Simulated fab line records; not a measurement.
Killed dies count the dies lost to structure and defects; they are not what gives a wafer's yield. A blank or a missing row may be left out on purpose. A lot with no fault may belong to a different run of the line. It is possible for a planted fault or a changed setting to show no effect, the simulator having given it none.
Which tool did it? / flow rit_cmos / Sampling: 13 lots, 39 wafers, 3 of 202 route steps

== WHAT THE GAUGES READ, wafer by wafer ==
RIT_M1_RS_MEAS_01: measures by four-point-probe. Usual: M1_AL_RS 0.0736 ohm/sq, standard deviation 0.00073.
lot=L205; measured=day 3 05:57; on=film_metro-02; M1_AL_RS (ohm/sq)=0.0741 0.0742 0.0747; flag=
lot=L207; measured=day 3 17:34; on=film_metro-02; M1_AL_RS (ohm/sq)=0.0738 0.0737 0.0737; flag=
lot=L208; measured=day 3 22:14; on=film_metro-04; M1_AL_RS (ohm/sq)=0.0740 0.0741 0.0739; flag=
lot=L209; measured=day 4 02:26; on=film_metro-02; M1_AL_RS (ohm/sq)=0.0734 0.0736 0.0732; flag=
lot=L210; measured=day 4 07:32; on=film_metro-02; M1_AL_RS (ohm/sq)=0.0738 0.0735 0.0735; flag=
lot=L211; measured=day 4 10:52; on=film_metro-04; M1_AL_RS (ohm/sq)=0.0725 0.0723 0.0724; flag=
lot=L215; measured=day 5 07:01; on=film_metro-03; M1_AL_RS (ohm/sq)=0.0735 0.0757 0.0762; flag=
lot=L220; measured=day 6 12:48; on=film_metro-04; M1_AL_RS (ohm/sq)=0.0740 0.0744 0.0737; flag=
lot=L221; measured=day 6 13:13; on=film_metro-02; M1_AL_RS (ohm/sq)=0.0738 0.0738 0.0745; flag=
lot=L223; measured=day 7 05:24; on=film_metro-02; M1_AL_RS (ohm/sq)=0.0744 0.0745 0.0749; flag=
lot=L225; measured=day 7 13:26; on=film_metro-04; M1_AL_RS (ohm/sq)=0.0740 0.0740 0.0742; flag=
lot=L226; measured=day 7 17:11; on=film_metro-02; M1_AL_RS (ohm/sq)=0.0731 0.0730 0.0733; flag=
lot=L227; measured=day 7 18:56; on=film_metro-04; M1_AL_RS (ohm/sq)=0.0744 0.0741 0.0740; flag=

RIT_M1_THK_MEAS_02: measures by xrf. Usual: M1_AL_THK 395 nm, standard deviation 4.
lot=L205; measured=day 3 06:02; on=film_metro-02; M1_AL_THK (nm)=393 392 389; flag=
lot=L207; measured=day 3 17:40; on=film_metro-02; M1_AL_THK (nm)=396 396 395; flag=
lot=L208; measured=day 3 22:22; on=film_metro-04; M1_AL_THK (nm)=394 393 394; flag=
lot=L209; measured=day 4 02:32; on=film_metro-02; M1_AL_THK (nm)=396 395 396; flag=
lot=L210; measured=day 4 07:38; on=film_metro-02; M1_AL_THK (nm)=393 396 394; flag=
lot=L211; measured=day 4 10:58; on=film_metro-04; M1_AL_THK (nm)=397 403 405; flag=
lot=L215; measured=day 5 07:08; on=film_metro-03; M1_AL_THK (nm)=397 382 380; flag=
lot=L220; measured=day 6 12:55; on=film_metro-04; M1_AL_THK (nm)=393 389 395; flag=
lot=L221; measured=day 6 13:19; on=film_metro-02; M1_AL_THK (nm)=394 397 391; flag=
lot=L223; measured=day 7 05:31; on=film_metro-02; M1_AL_THK (nm)=391 393 390; flag=
lot=L225; measured=day 7 13:33; on=film_metro-04; M1_AL_THK (nm)=394 394 393; flag=
lot=L226; measured=day 7 17:19; on=film_metro-02; M1_AL_THK (nm)=399 400 398; flag=
lot=L227; measured=day 7 19:03; on=film_metro-04; M1_AL_THK (nm)=393 392 395; flag=

== EACH LOT AND THE TOOL THAT RAN IT (in order: tool; ch and the chambers of the sampled wafers; start) ==
lot=L205; RIT_M1_SPUTTER_00=pvd_sputter-02, day 3 05:35
lot=L207; RIT_M1_SPUTTER_00=pvd_sputter-02, day 3 17:15
lot=L208; RIT_M1_SPUTTER_00=pvd_sputter-03, day 3 21:57
lot=L209; RIT_M1_SPUTTER_00=pvd_sputter-04, day 4 02:07
lot=L210; RIT_M1_SPUTTER_00=pvd_sputter-02, day 4 07:12
lot=L211; RIT_M1_SPUTTER_00=pvd_sputter-04, day 4 10:33
lot=L215; RIT_M1_SPUTTER_00=pvd_sputter-04, day 5 06:44
lot=L220; RIT_M1_SPUTTER_00=pvd_sputter-02, day 6 12:31
lot=L221; RIT_M1_SPUTTER_00=pvd_sputter-03, day 6 12:52
lot=L223; RIT_M1_SPUTTER_00=pvd_sputter-02, day 7 05:05
lot=L225; RIT_M1_SPUTTER_00=pvd_sputter-02, day 7 13:08
lot=L226; RIT_M1_SPUTTER_00=pvd_sputter-03, day 7 16:54
lot=L227; RIT_M1_SPUTTER_00=pvd_sputter-02, day 7 18:38
- RIT_M1_SPUTTER_00: material Al, target thk 400 nm, time 500 s.

== AS READ BY THE TOOLS THEMSELVES (means over the sampled wafers that have a number; for cases with no such wafer, the mark the record gives instead) ==
RIT_M1_SPUTTER_00. Usual: throttle_valve_pct reads 30.1 % (standard deviation 0.71).
lot=L205; tool=pvd_sputter-02; throttle_valve_pct (%)=30.5; flag=
lot=L207; tool=pvd_sputter-02; throttle_valve_pct (%)=30.3; flag=
lot=L208; tool=pvd_sputter-03; throttle_valve_pct (%)=29.3; flag=
lot=L209; tool=pvd_sputter-04; throttle_valve_pct (%)=30.3; flag=
lot=L210; tool=pvd_sputter-02; throttle_valve_pct (%)=30.4; flag=
lot=L211; tool=pvd_sputter-04; throttle_valve_pct (%)=29.8; flag=
lot=L215; tool=pvd_sputter-04; throttle_valve_pct (%)=29.9; flag=
lot=L220; tool=pvd_sputter-02; throttle_valve_pct (%)=30.1; flag=
lot=L221; tool=pvd_sputter-03; throttle_valve_pct (%)=29.3; flag=
lot=L223; tool=pvd_sputter-02; throttle_valve_pct (%)=30.7; flag=
lot=L225; tool=pvd_sputter-02; throttle_valve_pct (%)=30.4; flag=
lot=L226; tool=pvd_sputter-03; throttle_valve_pct (%)=29.7; flag=
lot=L227; tool=pvd_sputter-02; throttle_valve_pct (%)=30.4; flag=

== THE ANSWER, worked out from the rows above alone ==
Rule: a lot is off if the mean of its wafers that have a number lies more than 3 standard deviations from the usual mean. Also off: a lot with no number at a reading for which 4 or more lots have one. Any other lot the step has rows for is counted as sound. The gauges are gone through in route order, then the tools' own readings, and for those a lot's mean is taken as printed above. At the first step where some lot is off, the reading lying furthest off is the one used; lots without a number count as furthest.
Across all readings shown, no lot is off: no conclusion can be drawn from this.

== WHAT HAD BEEN PUT IN BY THE SIMULATOR ==
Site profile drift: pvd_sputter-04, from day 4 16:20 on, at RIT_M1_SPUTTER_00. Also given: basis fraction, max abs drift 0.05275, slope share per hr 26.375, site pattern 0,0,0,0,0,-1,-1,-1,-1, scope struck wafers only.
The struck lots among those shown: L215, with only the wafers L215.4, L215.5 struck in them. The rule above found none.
